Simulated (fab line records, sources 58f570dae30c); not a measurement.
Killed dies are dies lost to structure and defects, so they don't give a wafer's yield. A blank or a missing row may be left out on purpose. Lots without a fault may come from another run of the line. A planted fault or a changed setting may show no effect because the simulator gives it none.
Split-lot experiment | flow berkeley_cmos170 | 5 lots, 23 wafers read, on a route of 331 steps

THE SPLIT
At UCB170_NWELL_IMPLANT_14, the setting energy_kev was moved away from the recipe's 150 on 9 of the 23 wafers read, by -2.5% to +3.2%. The other wafers ran this setting at the recipe's value.

The reading is taken at the split's own step.

THE READING
implant.drp_nm (the simulator's own value, which no gauge read), in nm, at UCB170_NWELL_IMPLANT_14. The file gives no usual value for it.

wafer  | tool, chamber at the split | energy_kev as run | against the recipe | implant.drp_nm, nm | against lot-mates on the recipe
L074.1 | implanter-02, 0            | 150               | recipe             | 62.72              | -
L074.3 | implanter-02, 0            | 150               | recipe             | 62.72              | -
L074.5 | implanter-02, 0            | 150               | recipe             | 62.72              | -
L078.1 | implanter-04, 0            | 150               | recipe             | 62.72              | -
L078.2 | implanter-04, 0            | 150               | recipe             | 62.72              | -
L078.3 | implanter-04, 0            | 152.3             | +1.5%              | 63.45              | +0.73
L078.5 | implanter-04, 0            | 152.3             | +1.5%              | 63.45              | +0.73
L078.6 | implanter-04, 0            | 152.3             | +1.5%              | 63.45              | +0.73
L079.1 | implanter-02, 0            | 150               | recipe             | 62.72              | -
L079.2 | implanter-02, 0            | 150               | recipe             | 62.72              | -
L079.3 | implanter-02, 0            | 150               | recipe             | 62.72              | -
L079.4 | implanter-02, 0            | 150               | recipe             | 62.72              | -
L079.6 | implanter-02, 0            | 150               | recipe             | 62.72              | -
L082.1 | implanter-01, 0            | 154.8             | +3.2%              | 64.23              | +1.51
L082.4 | implanter-01, 0            | 154.8             | +3.2%              | 64.23              | +1.51
L082.6 | implanter-01, 0            | 154.8             | +3.2%              | 64.23              | +1.51
L082.2 | implanter-01, 0            | 150               | recipe             | 62.72              | -
L082.3 | implanter-01, 0            | 150               | recipe             | 62.72              | -
L083.1 | implanter-04, 0            | 146.3             | -2.5%              | 61.52              | -1.20
L083.2 | implanter-04, 0            | 146.3             | -2.5%              | 61.52              | -1.20
L083.4 | implanter-04, 0            | 146.3             | -2.5%              | 61.52              | -1.20
L083.3 | implanter-04, 0            | 150               | recipe             | 62.72              | -
L083.6 | implanter-04, 0            | 150               | recipe             | 62.72              | -

THE FIT
A straight line over all 23 wafers: implant.drp_nm changes by +0.478 nm for each +1% of energy_kev; r = +1.00; the points scatter about the line by 0.0091 nm.
The same after taking each lot's own level away (the mean of its wafers on the recipe; 23 wafers): +0.478 nm for each +1%; r = +1.00; scatter 0.0091 nm.
On that fit, the largest move of energy_kev shifts the reading by 1.5 nm.
The lots' own levels span 62.720 to 62.720 nm.
So the lot-to-lot level changes the slope little: the two slopes agree.
Check: with one of the wafers moved furthest among these (+3.2%) left out of the fit, the line predicts +1.53 nm for it against its lot-mates. It came out at +1.51 nm against them.

OTHER SPLITS ON THESE WAFERS
These wafers also went through other splits before the reading. Each is held against what the fit with the lots' levels taken away leaves over:
other split on the same wafers   | wafers away from the commonest value | r with implant.drp_nm (lot level and that fit taken away)
UCB170_NWELL_OXIDATION_01 temp_c | 18                                   | +0.17

THE WHOLE CHAIN: every reading that the file lists as answering this split, in the file's order
step                    | what it does | reading                                                         | change (the file's fit)               | r (the file's)
UCB170_NWELL_IMPLANT_14 |              | implant.rp_nm (the simulator's own value, which no gauge read)  | +1.94 nm for each +1% of the setting  | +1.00
UCB170_NWELL_IMPLANT_14 |              | implant.drp_nm (the simulator's own value, which no gauge read) | +0.477 nm for each +1% of the setting | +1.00

THE FILE'S OWN FIT
implant.drp_nm changes by +0.477 nm for each +1% of energy_kev, r = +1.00.
